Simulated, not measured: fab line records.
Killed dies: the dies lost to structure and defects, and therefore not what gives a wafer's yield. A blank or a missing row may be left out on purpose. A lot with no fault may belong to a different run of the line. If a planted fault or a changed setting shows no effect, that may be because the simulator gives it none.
fab line records	flow ritCmos	part 1 of 2: steps 1 to 34 of 46
record lots=5	wafers=15	lastDay=7
route steps=202 shown PWELL@42 WELLDRIVE@50 NWELL@51 NRETRO@53 PRETRO@64 GATE@75 FOX2@80
lots that met no fault: taken from a fault-free run of the same line
startH: hours from the record's first day to the start of the lot's first wafer shown	waitH: hours since the lot's step before	" the same as in the row above	L1.1+2: a single row standing in for several wafers	- no value, or no start given	* or withheld: withheld	< > ~ a bound
route shown NAME@n: names a module that has steps shown in the file, with the first one's number in the route	usual: mean and standard deviation over wafers with no fault	same: alike in all rows	chamber/n: place in a boat	sites: per-site readings	_std_site: standard deviation of those values	_edge_site: inner sites' mean taken away from outer sites' mean	radiusMm: how far each site lies from the wafer's centre	mask NAME#n: copy n	behind: the last tool/chamber to shape the wafer	hold: cause of the lot's hold/its duration in hours/its outcome	device: whichever transistor did not switch (one of n, p or np)	end of line: tests of these same wafers at the route's end	a step with no rows: only its recipe	killed: dies that structure and defects cost at the first sort, which is not the same as the wafer's yield	map: shows each die of a wafer: x if killed, . if not, _ if none is there
set.NAME: the run value of the setting; set.NAME@STEP: its run value at that earlier step	model.NAME: the simulator's own value behind a step, which no gauge read
a table for each step, a row for each wafer; lots at some steps of the route
services: the hour from which a tool's chamber was out of use, counted from the record's first day as startH (under 0 if before that day), plus the number of hours and why
## steps
# step RIT_PWELL_EXPOSE_03
# recipe maskId=M3	na=0.57	targetCdNm=43700	doseMj=250
# usual exposureDoseMJCm2=250.02/0.25	focusOffsetNm=0.1/0.64
# same na=0.57
lot.wafer	tool	chamber	startH	waitH	mask	exposureDoseMJCm2	focusOffsetNm
L078.2	ilineStepper-01	0	45.51	0.2	M3#0	250.50	-0.5
L078.3	"	0	"	"	M3#0	249.96	0.1
L078.6	"	0	"	"	M3#0	249.91	0.1
L085.1	ilineStepper-01	0	77.83	0.1	M3#0	249.95	0.8
L085.3	"	0	"	"	M3#0	250.08	0.3
L085.5	"	0	"	"	M3#0	250.17	1.1
L091.3	ilineStepper-01	0	108.37	0.2	M3#0	250.06	0.0
L091.4	"	0	"	"	M3#0	250.27	0.8
L091.6	"	0	"	"	M3#0	250.18	-0.2
L092.1	ilineStepper-01	0	114.14	0.1	M3#0	250.11	0.9
L092.3	"	0	"	"	M3#0	249.96	0.4
L092.5	"	0	"	"	M3#0	250.25	0.0
L095.1	ilineStepper-02	0	127.42	0.2	M3#0	250.19	-0.4
L095.4	"	0	"	"	M3#0	249.95	-0.7
L095.5	"	0	"	"	M3#0	250.42	0.2
# step RIT_PWELL_PEB_04
# recipe resist=NOVOLAK	tempC=withheld	timeS=withheld
lot.wafer	tool	chamber	startH	waitH
L078.2+3+6	lithoTrack-03	0	45.64	0.1
L085.1+3+5	lithoTrack-02	0	77.95	0.1
L091.3+4+6	lithoTrack-03	0	108.50	0.1
L092.1+3+5	lithoTrack-02	0	114.26	0.1
L095.1+4+5	lithoTrack-03	0	127.56	0.1
# step RIT_PWELL_DEVELOP_05
# recipe resist=NOVOLAK	developTimeS=68	devTempC=23
lot.wafer	tool	chamber	startH	waitH
L078.2+3+6	lithoTrack-03	0	-	-
L085.1+3+5	lithoTrack-02	0	-	-
L091.3+4+6	lithoTrack-03	0	-	-
L092.1+3+5	lithoTrack-02	0	-	-
L095.1+4+5	lithoTrack-03	0	-	-
# step RIT_PWELL_OVL_MEAS_06
# usual PWELL_OVL=0.2/1.4
lot.wafer	tool	chamber	startH	waitH	PWELL_OVL[nm]
L078.2	overlay-01	-	45.93	-	0.6
L078.3	"	-	"	"	2.7
L078.6	"	-	"	"	1.1
L085.1	overlay-01	-	78.26	-	-1.3
L085.3	"	-	"	"	-3.6
L085.5	"	-	"	"	-1.4
L091.3	overlay-02	-	108.77	-	0.4
L091.4	"	-	"	"	0.2
L091.6	"	-	"	"	1.7
L092.1	overlay-02	-	114.57	-	1.3
L092.3	"	-	"	"	-0.2
L092.5	"	-	"	"	3.9
L095.1	overlay-01	-	127.87	-	-0.5
L095.4	"	-	"	"	0.2
L095.5	"	-	"	"	-0.8
# step RIT_PWELL_HARDBAKE_07
# recipe resist=NOVOLAK	tempC=140	timeS=120
lot.wafer	tool	chamber	startH	waitH
L078.2+3+6	lithoTrack-02	0	46.00	0.1
L085.1+3+5	lithoTrack-03	0	78.30	0.0
L091.3+4+6	lithoTrack-02	0	108.88	0.1
L092.1+3+5	lithoTrack-02	0	114.61	0.0
L095.1+4+5	lithoTrack-04	0	127.91	0.0
# step RIT_PWELL_IMPLANT_08
# recipe species=B	energyKev=170	doseCm2=7e+13	tiltDeg=7
# same implantIonAmu=11
lot.wafer	tool	chamber	startH	waitH
L078.2+3+6	implanter-01	0	46.24	0.2
L085.1+3+5	implanter-03	0	78.55	0.2
L091.3+4+6	implanter-03	0	109.10	0.2
L092.1+3+5	implanter-01	0	114.86	0.2
L095.1+4+5	implanter-04	0	128.16	0.2
# step RIT_PWELL_STRIP_09
# recipe chemistry=O2	timeS=180	resist=NOVOLAK	platenTempC=withheld	powerW=500	pressureMtorr=4000	o2FlowSccm=4000
# usual drypumpMotorCurrentA=5.7/0.35
lot.wafer	tool	chamber	startH	waitH	drypumpMotorCurrentA	rfHoursCounterH
L078.2	plasmaAsher-04	1	46.36	0.1	6.1	25
L078.3	"	0	"	"	5.5	-
L078.6	"	1	"	"	6.1	-
L085.1	plasmaAsher-03	0	78.70	0.1	5.5	42
L085.3	"	0	"	"	5.5	-
L085.5	"	0	"	"	5.6	-
L091.3	plasmaAsher-03	0	109.26	0.1	5.5	-
L091.4	"	1	"	"	6.0	-
L091.6	"	1	"	"	6.0	-
L092.1	plasmaAsher-04	0	115.01	0.1	5.6	33
L092.3	"	1	"	"	6.1	-
L092.5	"	0	"	"	5.5	-
L095.1	plasmaAsher-03	1	128.31	0.1	6.0	48
L095.4	"	1	"	"	6.0	-
L095.5	"	0	"	"	5.6	-
# step RIT_PWELL_TW_MEAS_10
# usual PWELL_TW=952/5.4
lot.wafer	tool	chamber	startH	waitH	PWELL_TW
L078.2	filmMetro-01	-	46.55	0.1	949
L078.3	"	-	"	"	944
L078.6	"	-	"	"	944
L085.1	filmMetro-04	-	78.87	0.1	957
L085.3	"	-	"	"	959
L085.5	"	-	"	"	960
L091.3	filmMetro-01	-	109.39	0.1	948
L091.4	"	-	"	"	948
L091.6	"	-	"	"	951
L092.1	filmMetro-01	-	115.19	0.1	950
L092.3	"	-	"	"	957
L092.5	"	-	"	"	953
L095.1	filmMetro-01	-	128.48	0.1	951
L095.4	"	-	"	"	948
L095.5	"	-	"	"	944
# step RIT_WELLDRIVE_ANNEAL_00
# recipe tempC=1100	timeS=14700	ambient=N2
# usual spikeTcSourceC=1125.5/2.4
lot.wafer	tool	chamber	startH	waitH	spikeTcSourceC
L078.2	furnace-03	0	46.76	0.2	1122.2
L078.3	"	0	"	"	1122.2
L078.6	"	0	"	"	1122.8
L085.1	furnace-03	0	79.80	0.9	1123.2
L085.3	"	0	"	"	1122.8
L085.5	"	0	"	"	1123.4
L091.3	furnace-03	0	109.43	0.0	1121.2
L091.4	"	0	"	"	1122.9
L091.6	"	0	"	"	1122.3
L092.1	furnace-01	0	115.82	0.6	1126.3
L092.3	"	0	"	"	1126.1
L092.5	"	0	"	"	1127.0
L095.1	furnace-03	0	128.54	0.1	1121.6
L095.4	"	0	"	"	1122.3
L095.5	"	0	"	"	1122.6
# step RIT_WELLDRIVE_RS_MEAS_01
# recipe thkMeasGauge=four-point-probe
# usual NWELL_RS=275.2/0.63
lot.wafer	tool	chamber	startH	waitH	NWELL_RS[ohm/sq]
L078.2	filmMetro-02	-	51.86	0.0	274.9
L078.3	"	-	"	"	274.7
L078.6	"	-	"	"	274.8
L085.1	filmMetro-02	-	84.88	0.0	275.1
L085.3	"	-	"	"	274.6
L085.5	"	-	"	"	275.1
L091.3	filmMetro-02	-	114.56	0.0	275.0
L091.4	"	-	"	"	276.1
L091.6	"	-	"	"	275.4
L092.1	filmMetro-04	-	120.90	0.0	275.3
L092.3	"	-	"	"	275.4
L092.5	"	-	"	"	275.6
L095.1	filmMetro-04	-	133.63	0.0	274.9
L095.4	"	-	"	"	275.4
L095.5	"	-	"	"	274.6
# step RIT_WELLDRIVE_RS_MEAS_02
# recipe thkMeasGauge=four-point-probe
# usual PWELL_RS=429.2/1.5
lot.wafer	tool	chamber	startH	waitH	PWELL_RS[ohm/sq]
L078.2	filmMetro-02	-	51.98	0.1	429.2
L078.3	"	-	"	"	430.7
L078.6	"	-	"	"	427.1
L085.1	filmMetro-02	-	85.00	0.1	426.2
L085.3	"	-	"	"	427.5
L085.5	"	-	"	"	427.7
L091.3	filmMetro-02	-	114.68	0.1	430.3
L091.4	"	-	"	"	429.7
L091.6	"	-	"	"	429.2
L092.1	filmMetro-04	-	121.02	0.1	427.6
L092.3	"	-	"	"	428.2
L092.5	"	-	"	"	428.9
L095.1	filmMetro-04	-	133.75	0.1	427.7
L095.4	"	-	"	"	428.6
L095.5	"	-	"	"	429.8
# step RIT_NRETRO_HMDS_00
# recipe primeTimeS=60	primeTempC=140
lot.wafer	tool	chamber	startH	waitH
L078.2+3+6	lithoTrack-01	0	52.16	0.2
L085.1+3+5	lithoTrack-04	0	85.12	0.1
L091.3+4+6	lithoTrack-01	0	114.81	0.1
L092.1+3+5	lithoTrack-01	0	121.14	0.1
L095.1+4+5	lithoTrack-01	0	133.87	0.1
# step RIT_NRETRO_COAT_01
# recipe resist=NOVOLAK	spinRpm=2000	resistThkNm=1300
lot.wafer	tool	chamber	startH	waitH
L078.2+3+6	lithoTrack-01	0	52.31	0.1
L085.1+3+5	lithoTrack-04	0	85.27	0.1
L091.3+4+6	lithoTrack-01	0	114.96	0.1
L092.1+3+5	lithoTrack-01	0	121.29	0.1
L095.1+4+5	lithoTrack-01	0	134.02	0.1
# step RIT_NRETRO_SOFTBAKE_02
# recipe resist=NOVOLAK	tempC=90	timeS=60
lot.wafer	tool	chamber	startH	waitH
L078.2+3+6	lithoTrack-01	0	52.46	0.1
L085.1+3+5	lithoTrack-04	0	85.42	0.1
L091.3+4+6	lithoTrack-01	0	115.11	0.1
L092.1+3+5	lithoTrack-01	0	121.44	0.1
L095.1+4+5	lithoTrack-01	0	134.17	0.1
# step RIT_NRETRO_EXPOSE_03
# recipe maskId=M4	na=0.57	targetCdNm=43900	doseMj=250
# usual exposureDoseMJCm2=250.01/0.24	focusOffsetNm=0.0/0.53
# same na=0.57
lot.wafer	tool	chamber	startH	waitH	mask	exposureDoseMJCm2	focusOffsetNm
L078.2	ilineStepper-02	0	52.73	0.2	M4#0	250.04	0.8
L078.3	"	0	"	"	M4#0	250.16	1.1
L078.6	"	0	"	"	M4#0	249.80	-0.2
L085.1	ilineStepper-01	0	85.57	0.1	M4#0	249.53	-0.5
L085.3	"	0	"	"	M4#0	249.87	-0.5
L085.5	"	0	"	"	M4#0	249.58	-0.9
L091.3	ilineStepper-01	0	115.37	0.2	M4#0	249.98	0.0
L091.4	"	0	"	"	M4#0	250.02	0.3
L091.6	"	0	"	"	M4#0	250.00	0.5
L092.1	ilineStepper-01	0	121.59	0.1	M4#0	250.01	-0.2
L092.3	"	0	"	"	M4#0	250.19	-0.5
L092.5	"	0	"	"	M4#0	250.34	-0.6
L095.1	ilineStepper-02	0	134.44	0.2	M4#0	249.89	-0.6
L095.4	"	0	"	"	M4#0	249.85	-0.1
L095.5	"	0	"	"	M4#0	249.69	-0.3
# step RIT_NRETRO_PEB_04
# recipe resist=NOVOLAK	tempC=withheld	timeS=withheld
lot.wafer	tool	chamber	startH	waitH
L078.2+3+6	lithoTrack-04	0	52.86	0.1
L085.1+3+5	lithoTrack-02	0	85.69	0.1
L091.3+4+6	lithoTrack-01	0	115.50	0.1
L092.1+3+5	lithoTrack-02	0	121.89	0.3
L095.1+4+5	lithoTrack-04	0	134.56	0.1
# step RIT_NRETRO_DEVELOP_05
# recipe resist=NOVOLAK	developTimeS=68	devTempC=23
lot.wafer	tool	chamber	startH	waitH
L078.2+3+6	lithoTrack-04	0	-	-
L085.1+3+5	lithoTrack-02	0	-	-
L091.3+4+6	lithoTrack-01	0	-	-
L092.1+3+5	lithoTrack-02	0	-	-
L095.1+4+5	lithoTrack-04	0	-	-
# step RIT_NRETRO_OVL_MEAS_06
# usual NRETRO_OVL=-0.4/1.5
lot.wafer	tool	chamber	startH	waitH	NRETRO_OVL[nm]
L078.2	overlay-01	-	53.15	-	-1.1
L078.3	"	-	"	"	-0.3
L078.6	"	-	"	"	0.3
L085.1	overlay-02	-	86.00	-	-2.5
L085.3	"	-	"	"	-2.4
L085.5	"	-	"	"	-0.8
L091.3	overlay-01	-	115.77	-	-2.5
L091.4	"	-	"	"	-2.4
L091.6	"	-	"	"	-2.5
L092.1	overlay-01	-	122.20	-	-0.8
L092.3	"	-	"	"	-1.2
L092.5	"	-	"	"	-1.1
L095.1	overlay-01	-	134.87	-	-0.1
L095.4	"	-	"	"	0.8
L095.5	"	-	"	"	0.3
# step RIT_NRETRO_HARDBAKE_07
# recipe resist=NOVOLAK	tempC=140	timeS=120
lot.wafer	tool	chamber	startH	waitH
L078.2+3+6	lithoTrack-04	0	53.22	0.1
L085.1+3+5	lithoTrack-01	0	86.04	0.0
L091.3+4+6	lithoTrack-02	0	115.88	0.1
L092.1+3+5	lithoTrack-01	0	122.23	0.0
L095.1+4+5	lithoTrack-04	0	134.91	0.0
# step RIT_NRETRO_IMPLANT_08
# recipe species=P	energyKev=70	doseCm2=1e+13	tiltDeg=7
# same implantIonAmu=31
lot.wafer	tool	chamber	startH	waitH
L078.2+3+6	implanter-04	0	53.46	0.2
L085.1+3+5	implanter-01	0	86.29	0.2
L091.3+4+6	implanter-01	0	116.10	0.2
L092.1+3+5	implanter-02	0	122.48	0.2
L095.1+4+5	implanter-02	0	135.16	0.2
# step RIT_NRETRO_STRIP_09
# recipe chemistry=O2	timeS=180	resist=NOVOLAK	platenTempC=withheld	powerW=500	pressureMtorr=4000	o2FlowSccm=4000
# usual drypumpMotorCurrentA=5.7/0.32
lot.wafer	tool	chamber	startH	waitH	drypumpMotorCurrentA	rfHoursCounterH
L078.2	plasmaAsher-04	1	53.58	0.1	6.1	26
L078.3	"	0	"	"	5.5	-
L078.6	"	0	"	"	5.5	-
L085.1	plasmaAsher-01	0	86.44	0.1	5.3	46
L085.3	"	1	"	"	5.5	-
L085.5	"	0	"	"	5.3	-
L091.3	plasmaAsher-04	0	116.26	0.1	5.5	-
L091.4	"	1	"	"	6.1	-
L091.6	"	0	"	"	5.5	-
L092.1	plasmaAsher-04	1	122.63	0.1	6.1	34
L092.3	"	0	"	"	5.6	-
L092.5	"	0	"	"	5.5	-
L095.1	plasmaAsher-04	1	135.31	0.1	6.1	35
L095.4	"	1	"	"	6.1	-
L095.5	"	0	"	"	5.6	-
# step RIT_NRETRO_TW_MEAS_10
# usual NRETRO_TW=1059/4.3
lot.wafer	tool	chamber	startH	waitH	NRETRO_TW
L078.2	filmMetro-03	-	53.77	0.1	1059
L078.3	"	-	"	"	1069
L078.6	"	-	"	"	1065
L085.1	filmMetro-04	-	86.61	0.1	1057
L085.3	"	-	"	"	1055
L085.5	"	-	"	"	1059
L091.3	filmMetro-04	-	116.39	0.1	1056
L091.4	"	-	"	"	1061
L091.6	"	-	"	"	1058
L092.1	filmMetro-02	-	122.81	0.1	1062
L092.3	"	-	"	"	1059
L092.5	"	-	"	"	1058
L095.1	filmMetro-04	-	135.48	0.1	1063
L095.4	"	-	"	"	1060
L095.5	"	-	"	"	1056
# step RIT_PRETRO_HMDS_00
# recipe primeTimeS=60	primeTempC=140
lot.wafer	tool	chamber	startH	waitH
L078.2+3+6	lithoTrack-04	0	53.84	0.1
L085.1+3+5	lithoTrack-01	0	86.83	0.2
L091.3+4+6	lithoTrack-03	0	116.48	0.1
L092.1+3+5	lithoTrack-03	0	122.87	0.1
L095.1+4+5	lithoTrack-03	0	135.54	0.1
# step RIT_PRETRO_COAT_01
# recipe resist=NOVOLAK	spinRpm=2000	resistThkNm=1300
lot.wafer	tool	chamber	startH	waitH
L078.2+3+6	lithoTrack-04	0	53.99	0.1
L085.1+3+5	lithoTrack-01	0	86.98	0.1
L091.3+4+6	lithoTrack-03	0	116.63	0.1
L092.1+3+5	lithoTrack-03	0	123.02	0.1
L095.1+4+5	lithoTrack-03	0	135.69	0.1
# step RIT_PRETRO_SOFTBAKE_02
# recipe resist=NOVOLAK	tempC=90	timeS=60
lot.wafer	tool	chamber	startH	waitH
L078.2+3+6	lithoTrack-04	0	54.14	0.1
L085.1+3+5	lithoTrack-01	0	87.13	0.1
L091.3+4+6	lithoTrack-03	0	116.78	0.1
L092.1+3+5	lithoTrack-03	0	123.17	0.1
L095.1+4+5	lithoTrack-03	0	135.84	0.1
# step RIT_PRETRO_EXPOSE_03
# recipe maskId=M5	na=0.57	targetCdNm=43700	doseMj=250
# usual exposureDoseMJCm2=250.01/0.27	focusOffsetNm=-0.1/0.51
# same na=0.57
lot.wafer	tool	chamber	startH	waitH	mask	exposureDoseMJCm2	focusOffsetNm
L078.2	ilineStepper-01	0	54.30	0.1	M5#0	249.83	-0.5
L078.3	"	0	"	"	M5#0	250.14	-0.5
L078.6	"	0	"	"	M5#0	250.19	-0.5
L085.1	ilineStepper-02	0	87.28	0.1	M5#0	249.68	0.6
L085.3	"	0	"	"	M5#0	249.71	0.3
L085.5	"	0	"	"	M5#0	249.66	0.7
L091.3	ilineStepper-02	0	116.92	0.1	M5#0	249.75	-0.4
L091.4	"	0	"	"	M5#0	250.27	-0.2
L091.6	"	0	"	"	M5#0	249.84	-0.2
L092.1	ilineStepper-02	0	123.32	0.1	M5#0	249.90	-0.4
L092.3	"	0	"	"	M5#0	250.05	-0.2
L092.5	"	0	"	"	M5#0	250.22	-0.1
L095.1	ilineStepper-02	0	136.12	0.2	M5#0	250.09	0.4
L095.4	"	0	"	"	M5#0	250.41	0.3
L095.5	"	0	"	"	M5#0	249.99	0.0
# step RIT_PRETRO_PEB_04
# recipe resist=NOVOLAK	tempC=withheld	timeS=withheld
lot.wafer	tool	chamber	startH	waitH
L078.2+3+6	lithoTrack-04	0	54.42	0.1
L085.1+3+5	lithoTrack-01	0	87.39	0.1
L091.3+4+6	lithoTrack-04	0	117.05	0.1
L092.1+3+5	lithoTrack-01	0	123.44	0.1
L095.1+4+5	lithoTrack-04	0	136.24	0.1
# step RIT_PRETRO_DEVELOP_05
# recipe resist=NOVOLAK	developTimeS=68	devTempC=23
lot.wafer	tool	chamber	startH	waitH
L078.2+3+6	lithoTrack-04	0	-	-
L085.1+3+5	lithoTrack-01	0	-	-
L091.3+4+6	lithoTrack-04	0	-	-
L092.1+3+5	lithoTrack-01	0	-	-
L095.1+4+5	lithoTrack-04	0	-	-
# step RIT_PRETRO_OVL_MEAS_06
# usual PRETRO_OVL=-0.3/1.3
lot.wafer	tool	chamber	startH	waitH	PRETRO_OVL[nm]
L078.2	overlay-02	-	54.72	-	-3.2
L078.3	"	-	"	"	0.4
L078.6	"	-	"	"	-0.5
L085.1	overlay-01	-	87.71	-	-0.9
L085.3	"	-	"	"	-0.7
L085.5	"	-	"	"	-0.5
L091.3	overlay-02	-	117.32	-	0.9
L091.4	"	-	"	"	1.2
L091.6	"	-	"	"	-0.3
L092.1	overlay-02	-	123.75	-	-0.7
L092.3	"	-	"	"	-2.2
L092.5	"	-	"	"	-0.7
L095.1	overlay-02	-	136.55	-	1.0
L095.4	"	-	"	"	-0.2
L095.5	"	-	"	"	1.4
# step RIT_PRETRO_HARDBAKE_07
# recipe resist=NOVOLAK	tempC=140	timeS=120
lot.wafer	tool	chamber	startH	waitH
L078.2+3+6	lithoTrack-03	0	54.84	0.1
L085.1+3+5	lithoTrack-01	0	87.74	0.0
L091.3+4+6	lithoTrack-03	0	117.43	0.1
L092.1+3+5	lithoTrack-04	0	123.79	0.0
L095.1+4+5	lithoTrack-04	0	136.58	0.0
# step RIT_PRETRO_IMPLANT_08
# recipe species=B	energyKev=45	doseCm2=1.2e+13	tiltDeg=7
# same implantIonAmu=11
lot.wafer	tool	chamber	startH	waitH
L078.2+3+6	implanter-03	0	55.08	0.2
L085.1+3+5	implanter-03	0	87.99	0.2
L091.3+4+6	implanter-03	0	117.65	0.2
L092.1+3+5	implanter-02	0	124.04	0.2
L095.1+4+5	implanter-04	0	136.83	0.2
# step RIT_PRETRO_STRIP_09
# recipe chemistry=O2	timeS=180	resist=NOVOLAK	platenTempC=withheld	powerW=500	pressureMtorr=4000	o2FlowSccm=4000
# usual drypumpMotorCurrentA=5.72/0.28
lot.wafer	tool	chamber	startH	waitH	drypumpMotorCurrentA	rfHoursCounterH
L078.2	plasmaAsher-03	0	55.20	0.1	5.52	39
L078.3	"	1	"	"	6.01	-
L078.6	"	1	"	"	6.00	-
L085.1	plasmaAsher-04	0	88.14	0.1	5.54	30
L085.3	"	1	"	"	6.12	-
L085.5	"	0	"	"	5.57	-
L091.3	plasmaAsher-04	1	117.89	0.2	6.10	-
L091.4	"	0	"	"	5.52	-
L091.6	"	1	"	"	6.07	-
L092.1	plasmaAsher-04	1	124.19	0.1	6.11	34
L092.3	"	0	"	"	5.52	-
L092.5	"	0	"	"	5.56	-
L095.1	plasmaAsher-03	1	136.98	0.1	6.00	48
L095.4	"	1	"	"	6.01	-
L095.5	"	1	"	"	5.98	-
# step RIT_PRETRO_TW_MEAS_10
# usual PRETRO_TW=477/3.1
lot.wafer	tool	chamber	startH	waitH	PRETRO_TW
L078.2	filmMetro-01	-	55.39	0.1	480
L078.3	"	-	"	"	477
L078.6	"	-	"	"	478
L085.1	filmMetro-02	-	88.32	0.1	475
L085.3	"	-	"	"	477
L085.5	"	-	"	"	473
L091.3	filmMetro-01	-	118.03	0.1	475
L091.4	"	-	"	"	474
L091.6	"	-	"	"	475
L092.1	filmMetro-02	-	124.36	0.1	482
L092.3	"	-	"	"	478
L092.5	"	-	"	"	478
L095.1	filmMetro-01	-	137.16	0.1	475
L095.4	"	-	"	"	477
L095.5	"	-	"	"	473
# step RIT_GATE_WET_ETCH_00
# recipe chemistry=BOE	target=SiO2	targetDepthNm=56	timeS=60	dry=n2Spin	dilution=10:1	tempC=21.5
# usual tempC=21.49/0.1
lot.wafer	tool	chamber	startH	waitH	tempC
L078.2	wetBench-04	1	55.44	0.0	21.41
L078.3	"	1	"	"	21.42
L078.6	"	1	"	"	21.44
L085.1	wetBench-01	3	88.38	0.1	21.57
L085.3	"	3	"	"	21.51
L085.5	"	3	"	"	21.49
L091.3	wetBench-01	2	118.07	0.0	21.70
L091.4	"	2	"	"	21.51
L091.6	"	2	"	"	21.48
L092.1	wetBench-04	3	124.42	0.1	21.49
L092.3	"	3	"	"	21.45
L092.5	"	3	"	"	21.45
L095.1	wetBench-02	1	137.22	0.1	21.54
L095.4	"	1	"	"	21.49
L095.5	"	1	"	"	21.51
